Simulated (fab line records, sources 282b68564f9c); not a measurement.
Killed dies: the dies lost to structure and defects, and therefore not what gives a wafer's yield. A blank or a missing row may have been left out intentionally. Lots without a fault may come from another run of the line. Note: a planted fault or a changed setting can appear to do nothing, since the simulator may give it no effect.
fab line records	flow rit_cmos
[record] lots = 7	wafers = 21	last_day = 8
route steps=202 shown GATE@75 FOX2@80 M1@202
lots untouched by any fault: they come from a run of this same line in which no faults occurred
start_h: start of the lot's first displayed wafer, in hours after the record's first day	wait_h: how many hours have passed since the lot's step before this one	" identical to the entry in the row above	L1.1+2: a single row standing in for several wafers	- value missing, or start not given	* or withheld: withheld	< > ~ a bound
route shown NAME@n: a module of which the file shows steps, and the number in the route of the first	usual: mean/standard deviation taken from wafers without a fault	same: alike in all rows	chamber/n: place in a boat	sites: each site's reading	_std_site: their standard deviation	_edge_site: outer sites' mean less inner sites'	radius_mm: how far each site lies from the wafer's centre	mask NAME#n: copy n	behind: the tool/chamber that last shaped the wafer	hold: reason for holding the lot/hours on hold/outcome of the hold	device: whichever transistor did not switch (one of n, p or np)	end of line: at the end of the route, the tests of the same wafers	where a step has no rows: the recipe by itself	killed: the dies lost at the first sort to structure and to defects; this is not the yield of the wafer	map: shows each die of a wafer: x if killed, . if not, _ if none is there
set.NAME: the setting as run; set.NAME@STEP: as run at that earlier step	model.NAME: the simulator's own value behind a step, which no gauge read
lots at selected steps of the route; one table per step, one row per wafer
services: from which hour (start_h, from the record's first day; less than 0 if before it) a tool's chamber was out of use, for how many hours, and why
[[steps]]
[step RIT_GATE_WET_ETCH_00]
[recipe] chemistry = BOE	target = SiO2	target_depth_nm = 56	time_s = 60	dry = n2_spin	dilution = 10:1	temp_c = 21.5
[step RIT_GATE_CLEAN_01]
[recipe] chemistry = SC1	mix = 3:3:50	time_s = 600	temp_c = 75
[step RIT_GATE_CLEAN_02]
[recipe] chemistry = dHF	dilution = 50:1	time_s = 30
[step RIT_GATE_CLEAN_03]
[recipe] chemistry = SC2	mix = 3:3:50	time_s = 600	temp_c = 75	dry = n2_spin
[step RIT_GATE_CLEAN_04]
[recipe] chemistry = dHF	dilution = 50:1	time_s = 60	dry = n2_spin
[step RIT_FOX2_THK_MEAS_91]
[recipe] reads = SiO2_of_FOX2_OXIDATION_00
[usual] FIELD_OXIDE_LEFT_2_THK = 254/6.2
lot.wafer	tool	chamber	start_h	wait_h	FIELD_OXIDE_LEFT_2_THK[nm]
L841.2	film_metro-03	-	49.99	0.0	257
L841.3	"	-	"	"	262
L841.6	"	-	"	"	260
L848.1	film_metro-04	-	85.60	0.0	258
L848.3	"	-	"	"	254
L848.5	"	-	"	"	257
L851.2	film_metro-02	-	97.23	0.0	256
L851.5	"	-	"	"	254
L851.6	"	-	"	"	256
L852.1	film_metro-02	-	100.71	0.0	251
L852.3	"	-	"	"	247
L852.6	"	-	"	"	239
L854.2	film_metro-04	-	108.93	0.0	246
L854.3	"	-	"	"	245
L854.6	"	-	"	"	249
L860.1	film_metro-04	-	142.61	0.0	257
L860.3	"	-	"	"	265
L860.4	"	-	"	"	265
L862.4	film_metro-03	-	153.91	0.0	252
L862.5	"	-	"	"	255
L862.6	"	-	"	"	255
[step RIT_GATE_OXIDATION_05]
[recipe] temp_c = 900	ambient = O2	target_thk_a = 30	ox_time_s = 270
[step RIT_GATE_ANNEAL_06]
[recipe] temp_c = 900	time_s = 600	ambient = N2O
[step RIT_GATE_THK_MEAS_07]
[recipe] reads = SiO2_of_GATE_OXIDATION_05
[usual] GATE_OXIDE_THK = 3.00/0.072
lot.wafer	tool	chamber	start_h	wait_h	GATE_OXIDE_THK[nm]
L841.2	film_metro-03	-	57.27	0.0	3.01
L841.3	"	-	"	"	3.06
L841.6	"	-	"	"	3.01
L848.1	film_metro-02	-	88.20	0.0	2.94
L848.3	"	-	"	"	2.93
L848.5	"	-	"	"	2.99
L851.2	film_metro-03	-	99.97	0.0	2.92
L851.5	"	-	"	"	3.04
L851.6	"	-	"	"	2.93
L852.1	film_metro-03	-	104.45	0.0	3.07
L852.3	"	-	"	"	3.07
L852.6	"	-	"	"	3.10
L854.2	film_metro-04	-	116.82	0.0	2.93
L854.3	"	-	"	"	2.94
L854.6	"	-	"	"	2.94
L860.1	film_metro-03	-	146.49	0.0	2.99
L860.3	"	-	"	"	2.99
L860.4	"	-	"	"	2.98
L862.4	film_metro-02	-	157.83	0.0	3.14
L862.5	"	-	"	"	3.08
L862.6	"	-	"	"	3.12
[step RIT_GATE_CVD_08]
[recipe] material = poly-Si	target_thk_nm = 250	temp_c = 610	precursor = SiH4	time_s = 2220	pressure_mtorr = 300	sih4_flow_sccm = 100
[step RIT_GATE_THK_MEAS_09]
[recipe] reads = poly-Si_of_GATE_CVD_08
[usual] GATE_POLY_THK = 248.5/2.4
lot.wafer	tool	chamber	start_h	wait_h	GATE_POLY_THK[nm]
L841.2	film_metro-04	-	59.75	0.0	247.2
L841.3	"	-	"	"	247.2
L841.6	"	-	"	"	247.7
L848.1	film_metro-02	-	90.68	0.0	248.8
L848.3	"	-	"	"	250.4
L848.5	"	-	"	"	249.4
L851.2	film_metro-02	-	101.73	0.0	249.1
L851.5	"	-	"	"	248.7
L851.6	"	-	"	"	248.6
L852.1	film_metro-03	-	106.13	0.0	247.1
L852.3	"	-	"	"	248.0
L852.6	"	-	"	"	248.2
L854.2	film_metro-03	-	118.50	0.0	246.1
L854.3	"	-	"	"	247.4
L854.6	"	-	"	"	248.2
L860.1	film_metro-03	-	148.17	0.0	248.7
L860.3	"	-	"	"	247.2
L860.4	"	-	"	"	247.9
L862.4	film_metro-03	-	160.29	0.0	247.7
L862.5	"	-	"	"	246.7
L862.6	"	-	"	"	248.4
[step RIT_GATE_HMDS_10]
[recipe] prime_time_s = 60	prime_temp_c = 140
[step RIT_GATE_COAT_11]
[recipe] resist = NOVOLAK	spin_rpm = 4250	resist_thk_nm = 850
[usual] dispense_pressure_kPa = 47.2/1.9	spin_speed_rpm = 4249.9/2.3
lot.wafer	tool	chamber	start_h	wait_h	dispense_pressure_kPa	spin_speed_rpm	model.NOVOLAK_of_GATE_COAT_11.thk_nm
L841.2	litho_track-02	0	59.98	0.1	46.6	4248.4	851.6
L841.3	"	0	"	"	46.7	4252.9	850.2
L841.6	"	0	"	"	46.7	4251.1	847.8
L848.1	litho_track-02	0	90.89	0.1	46.6	4249.5	850.2
L848.3	"	0	"	"	46.5	4251.1	851.1
L848.5	"	0	"	"	46.6	4251.3	852.3
L851.2	litho_track-02	0	101.96	0.1	46.6	3992.6	880.6
L851.5	"	0	"	"	46.6	3990.0	877
L851.6	"	0	"	"	46.6	3995.0	878.7
L852.1	litho_track-02	0	106.34	0.1	46.6	3990.0	877.9
L852.3	"	0	"	"	46.6	3993.4	875.5
L852.6	"	0	"	"	46.6	3992.3	877.5
L854.2	litho_track-02	0	118.72	0.1	46.6	3993.9	873.7
L854.3	"	0	"	"	46.6	4000.3	873.9
L854.6	"	0	"	"	46.6	3993.1	873.8
L860.1	litho_track-04	0	148.38	0.1	49.9	4253.6	855.5
L860.3	"	0	"	"	49.9	4249.6	854.9
L860.4	"	0	"	"	49.9	4249.2	855.6
L862.4	litho_track-04	0	160.58	0.1	49.9	4249.2	850.1
L862.5	"	0	"	"	49.9	4247.6	849
L862.6	"	0	"	"	49.9	4249.4	847.9
[step RIT_GATE_SOFTBAKE_12]
[recipe] resist = NOVOLAK	temp_c = 90	time_s = 60
[step RIT_GATE_EXPOSE_13]
[recipe] mask_id = M6	na = 0.6	source_shape = conventional	sigma_outer = 0.6	target_cd_nm = 150	dose_mj = 380
[step RIT_GATE_PEB_14]
[recipe] resist = NOVOLAK	temp_c = withheld	time_s = withheld
[step RIT_GATE_DEVELOP_15]
[recipe] resist = NOVOLAK	develop_time_s = 50	dev_temp_c = 23
[step RIT_GATE_CD_MEAS_16]
[recipe] target_cd_nm = 150
[usual] cd_nm = 151/3.1
lot.wafer	tool	chamber	start_h	wait_h	cd_nm
L841.2	cd_sem-01	-	60.80	-	152
L841.3	"	-	"	"	151
L841.6	"	-	"	"	148
L848.1	cd_sem-02	-	91.72	-	157
L848.3	"	-	"	"	158
L848.5	"	-	"	"	156
L851.2	cd_sem-01	-	102.78	-	151
L851.5	"	-	"	"	155
L851.6	"	-	"	"	152
L852.1	cd_sem-02	-	107.04	-	158
L852.3	"	-	"	"	155
L852.6	"	-	"	"	157
L854.2	cd_sem-02	-	119.54	-	162
L854.3	"	-	"	"	161
L854.6	"	-	"	"	160
L860.1	cd_sem-02	-	149.08	-	148
L860.3	"	-	"	"	148
L860.4	"	-	"	"	147
L862.4	cd_sem-01	-	161.39	-	146
L862.5	"	-	"	"	149
L862.6	"	-	"	"	146
[step RIT_GATE_OVL_MEAS_17]
[usual] GATE_OVL = 1.3/1.4
lot.wafer	tool	chamber	start_h	wait_h	GATE_OVL[nm]
L841.2	overlay-02	-	60.91	0.1	-0.9
L841.3	"	-	"	"	1.2
L841.6	"	-	"	"	1.8
L848.1	overlay-01	-	91.84	0.1	1.0
L848.3	"	-	"	"	0.0
L848.5	"	-	"	"	0.3
L851.2	overlay-02	-	102.89	0.1	-0.5
L851.5	"	-	"	"	2.1
L851.6	"	-	"	"	1.5
L852.1	overlay-01	-	107.16	0.1	0.7
L852.3	"	-	"	"	1.4
L852.6	"	-	"	"	1.3
L854.2	overlay-01	-	119.65	0.1	2.1
L854.3	"	-	"	"	-1.4
L854.6	"	-	"	"	0.7
L860.1	overlay-02	-	149.20	0.1	1.0
L860.3	"	-	"	"	2.3
L860.4	"	-	"	"	2.8
L862.4	overlay-02	-	161.47	0.1	1.6
L862.5	"	-	"	"	0.9
L862.6	"	-	"	"	-0.1
[step RIT_GATE_HARDBAKE_18]
[recipe] resist = NOVOLAK	temp_c = 140	time_s = 60
[step RIT_GATE_ETCH_19]
[recipe] chemistry = SF6/CHF3/O2	time_s = 165	SF6_flow_sccm = 30	CHF3_flow_sccm = 30	O2_flow_sccm = 5	target = poly-Si	pressure_mtorr = 40	rf_w = 160	target_depth_a = 3125	over_etch_frac = 0.25	stop_on = SiO2
[usual] drypump_motor_current_A = 6.0/0.41	oes_product_au = 0.838/0.014	rf_fwd_power_W = 159.4/0.54	throttle_valve_pct = 10.20/0.18
lot.wafer	tool	chamber	start_h	wait_h	drypump_motor_current_A	oes_product_au	rf_fwd_power_W	rf_hours_counter_h	throttle_valve_pct	model.NOVOLAK_of_GATE_COAT_11.thk_nm
L841.2	rie_si-01	3	61.10	0.1	6.4	0.817	159.2	151	10.34	669.3
L841.3	"	2	"	"	5.9	0.863	160.1	2	9.97	670.6
L841.6	"	1	"	"	5.3	0.826	158.8	-	10.33	665.8
L848.1	rie_si-02	0	92.02	0.1	5.6	0.831	159.6	95	10.01	671
L848.3	"	3	"	"	6.3	0.852	159.9	48	10.03	669.5
L848.5	"	1	"	"	6.5	0.830	159.3	-	10.21	672
L851.2	rie_si-01	0	103.07	0.1	5.7	0.825	158.8	16	10.51	697.1
L851.5	"	0	"	"	5.7	0.822	158.5	-	10.52	694.2
L851.6	"	2	"	"	5.9	0.871	159.9	-	9.97	697.1
L852.1	rie_si-02	1	107.43	0.1	6.5	0.829	159.3	103	10.21	694.9
L852.3	"	3	"	"	6.3	0.835	160.2	48	10.03	691.5
L852.6	"	1	"	"	6.5	0.836	158.9	-	10.21	694.5
L854.2	rie_si-02	3	119.83	0.1	6.3	0.840	160.7	48	10.04	690.8
L854.3	"	2	"	"	6.1	0.851	159.4	115	10.29	690.3
L854.6	"	2	"	"	6.1	0.844	159.5	-	10.31	689.7
L860.1	rie_si-02	2	149.38	0.1	6.1	0.855	158.4	115	10.30	674
L860.3	"	3	"	"	6.3	0.847	159.1	48	10.05	673.7
L860.4	"	1	"	"	6.5	0.832	159.8	103	10.21	675.6
L862.4	rie_si-02	3	161.75	0.1	6.3	0.846	158.2	-	10.04	670.5
L862.5	"	1	"	"	6.4	0.835	159.6	-	10.21	670
L862.6	"	0	"	"	5.6	0.820	159.3	-	10.03	669.9
[step RIT_GATE_STRIP_20]
[recipe] chemistry = O2	time_s = 180	resist = NOVOLAK	platen_temp_c = withheld	power_w = 500	pressure_mtorr = 4000	o2_flow_sccm = 4000
[usual] drypump_motor_current_A = 5.6/0.37
lot.wafer	tool	chamber	start_h	wait_h	drypump_motor_current_A	rf_hours_counter_h
L841.2	plasma_asher-02	0	61.21	0.1	6.1	39
L841.3	"	0	"	"	6.1	-
L841.6	"	1	"	"	5.3	-
L848.1	plasma_asher-02	0	92.13	0.1	6.1	43
L848.3	"	1	"	"	5.3	-
L848.5	"	1	"	"	5.3	-
L851.2	plasma_asher-01	0	103.17	0.1	5.4	30
L851.5	"	0	"	"	5.4	-
L851.6	"	1	"	"	5.5	-
L852.1	plasma_asher-04	1	107.54	0.1	5.0	48
L852.3	"	0	"	"	5.9	-
L852.6	"	1	"	"	5.0	-
L854.2	plasma_asher-02	1	119.93	0.1	5.3	45
L854.3	"	1	"	"	5.3	-
L854.6	"	0	"	"	6.1	-
L860.1	plasma_asher-04	1	149.49	0.1	5.0	3
L860.3	"	1	"	"	5.0	-
L860.4	"	0	"	"	5.9	-
L862.4	plasma_asher-02	1	161.86	0.1	5.3	-
L862.5	"	0	"	"	6.1	-
L862.6	"	1	"	"	5.2	-
[step RIT_M1_PROBE_99]
[usual] killed_at_M0_to_M3 = 0.0/0.14	killed_at_contacts = 0.1/0.27	killed_at_front_end = 6.5/2.8	killed_dies = 6.6/2.8	killed_open = 3.5/2	killed_short = 3.2/1.8
[same] gross_dies = 264	killed_at_M4_up = 0	killed_at_back_side = 0	killed_at_other = 0
lot.wafer	tool	chamber	start_h	wait_h	killed_at_M0_to_M3	killed_at_contacts	killed_at_front_end	killed_dies	killed_open	killed_short	model.etest.ring.delay_ps
L841.2	prober-01	-	81.70	0.1	0	0	9	9	2	6	27.75
L841.3	prober-01	-	81.75	0.2	0	0	10	10	4	6	27.45
L841.6	prober-01	-	81.90	0.2	0	0	7	7	3	4	26.39
L848.1	prober-01	-	113.46	0.1	0	0	6	6	0	6	28.92
L848.3	prober-01	-	113.56	0.2	0	0	4	4	2	2	29.51
L848.5	prober-01	-	113.66	0.2	0	0	8	8	6	2	28.6
L851.2	prober-02	-	123.32	0.1	0	0	9	9	5	4	27.62
L851.5	prober-02	-	123.47	0.2	0	0	6	6	3	3	28.86
L851.6	prober-02	-	123.52	0.2	0	0	12	12	6	6	27.83
L852.1	prober-01	-	128.38	0.1	0	0	4	4	0	4	30.86
L852.3	prober-01	-	128.48	0.2	0	0	4	4	2	2	29.6
L852.6	prober-01	-	128.63	0.2	0	0	5	5	4	1	30.06
L854.2	prober-02	-	141.28	0.1	0	0	2	2	0	2	30.41
L854.3	prober-02	-	141.33	0.2	0	0	7	7	5	2	29.88
L854.6	prober-02	-	141.48	0.2	1	0	7	8	6	2	29.85
L860.1	prober-02	-	169.94	0.1	0	0	13	13	7	6	26.32
L860.3	prober-02	-	170.04	0.2	0	0	8	8	5	3	26.18
L860.4	prober-02	-	170.09	0.2	0	0	11	11	7	4	26.51
L862.4	prober-02	-	181.54	0.2	0	0	8	8	5	3	26.54
L862.5	prober-02	-	181.59	0.2	0	1	4	5	2	3	26.99
L862.6	prober-02	-	181.64	0.2	0	0	6	6	5	1	26.4
// killed by level:class
L841.2 GATE:geometric_particle:short=3 SPACER:geometric_particle:short=3 GATE:geometric_particle:open=2 NLDD:coat_microbubble_printed=1
L841.3 GATE:geometric_particle:short=4 FOX2:geometric_particle:short=2 GATE:geometric_particle:open=2 SPACER:geometric_particle:open=2
L841.6 FOX1:geometric_particle:short=2 ACTIVE:geometric_particle:short=1 FOX2:geometric_particle:short=1 GATE:geometric_particle:open=1 SPACER:geometric_particle:open=1 SILICIDE:geometric_particle:open=1
L848.1 GATE:geometric_particle:short=5 SILICIDE:geometric_particle:short=1
L848.3 GATE:geometric_particle:open=2 GATE:geometric_particle:short=1 REOX:geometric_particle:short=1
L848.5 GATE:geometric_particle:open=5 GATE:geometric_particle:short=2 FOX1:geometric_particle:open=1
L851.2 FOX2:geometric_particle:short=3 FOX2:geometric_particle:open=1 GATE:geometric_particle:open=1 REOX:geometric_particle:open=1 REOX:geometric_particle:short=1 SPACER:geometric_particle:open=1 SILICIDE:geometric_particle:open=1
L851.5 SPACER:geometric_particle:open=3 GATE:geometric_particle:short=1 REOX:geometric_particle:short=1 SPACER:geometric_particle:short=1
L851.6 SILICIDE:geometric_particle:open=5 SILICIDE:geometric_particle:short=3 FOX1:geometric_particle:short=1 FOX2:geometric_particle:short=1 GATE:geometric_particle:short=1 SPACER:geometric_particle:open=1
L852.1 FOX1:geometric_particle:short=2 GATE:geometric_particle:short=1 SPACER:geometric_particle:short=1
L852.3 GATE:geometric_particle:short=2 GATE:geometric_particle:open=1 SPACER:geometric_particle:open=1
L852.6 GATE:geometric_particle:open=3 FOX1:geometric_particle:short=1 SPACER:geometric_particle:open=1
L854.2 FOX1:geometric_particle:short=1 GATE:geometric_particle:short=1
L854.3 GATE:geometric_particle:open=4 FOX1:geometric_particle:short=1 GATE:geometric_particle:short=1 REOX:geometric_particle:open=1
L854.6 GATE:geometric_particle:open=3 FOX2:geometric_particle:open=1 REOX:geometric_particle:open=1 REOX:geometric_particle:short=1 SPACER:geometric_particle:open=1 M1:geometric_particle:short=1
L860.1 FOX2:geometric_particle:open=3 FOX1:geometric_particle:short=2 GATE:geometric_particle:short=2 REOX:geometric_particle:short=2 SPACER:geometric_particle:open=2 GATE:geometric_particle:open=1 REOX:geometric_particle:open=1
L860.3 SPACER:geometric_particle:open=4 ACTIVE:geometric_particle:short=1 FOX1:geometric_particle:short=1 FOX1:geometric_particle:open=1 GATE:geometric_particle:short=1
L860.4 FOX1:geometric_particle:open=3 FOX1:geometric_particle:short=2 REOX:geometric_particle:short=2 SPACER:geometric_particle:open=2 FOX2:geometric_particle:open=1 GATE:geometric_particle:open=1
L862.4 SPACER:geometric_particle:open=3 GATE:geometric_particle:short=2 GATE:geometric_particle:open=1 SPACER:geometric_particle:short=1 SILICIDE:geometric_particle:open=1
L862.5 GATE:geometric_particle:open=1 GATE:geometric_particle:short=1 REOX:geometric_particle:short=1 SPACER:geometric_particle:short=1 CONTACT:geometric_particle:open=1
L862.6 GATE:geometric_particle:open=3 SPACER:geometric_particle:open=1 SPACER:geometric_particle:short=1 SILICIDE:geometric_particle:open=1
[[services]]
tool	chamber	start_h	hours	kind
rie_si-02	-	88.55	1.3	repair
rie_si-02	0	95.80	2.2	repair
rie_si-01	3	102.43	-	clean
rie_si-01	3	102.43	20.4	scheduled_down
rie_si-01	3	102.43	20.4	vent_cycle
plasma_asher-02	-	105.30	1.3	repair
plasma_asher-04	-	108.75	9.0	pm
plasma_asher-04	0	108.75	9.0	vent_cycle
plasma_asher-04	1	108.75	9.0	vent_cycle
plasma_asher-04	0	117.75	-	clean
plasma_asher-04	1	117.75	-	clean
rie_si-02	2	158.88	5.2	repair
[[key]]
[first_sign] step = RIT_GATE_COAT_11	reading = spin_speed_rpm	direction = down	sigmas = 99+	usual = 4249.9	struck = 3993.4
[effect] step = RIT_GATE_CD_MEAS_16	reading = cd_nm	direction = up	sigmas = 1.9	usual = 151	struck = 157
[model_effect] step = RIT_GATE_COAT_11	value = NOVOLAK_of_GATE_COAT_11.thk_nm	without = 849.7	struck = 876.5
[model_effect] step = RIT_GATE_ETCH_19	value = NOVOLAK_of_GATE_COAT_11.thk_nm	without = 669.8	struck = 693.4
[model_effect] step = RIT_M1_PROBE_99	value = etest.ring.delay_ps	without = 27.97	struck = 29.44
met_at RIT_GATE_COAT_11
struck_wafers L851.2,L851.5,L851.6,L852.1,L852.3,L852.6,L854.2,L854.3,L854.6
tester_left_out L851,L852,L854
onset_between 90.89 101.96
[fault] kind = process_parameter_drift	tool = litho_track-02	chamber = -	onset_h = 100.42	steps = RIT_GATE_COAT_11	channel = spin_rpm	offset = -256.24	shape = step	end_h = 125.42	acts_in = these_recipes_only	stated = 4250
// tester_left_out: of these lots the tester's yield and bins aren't shown, on N5 and GAA mostly nor the transistor test; their killed dies are dies lost to structure and defects alone, not to doping, threshold or leakage, so they don't give the yield
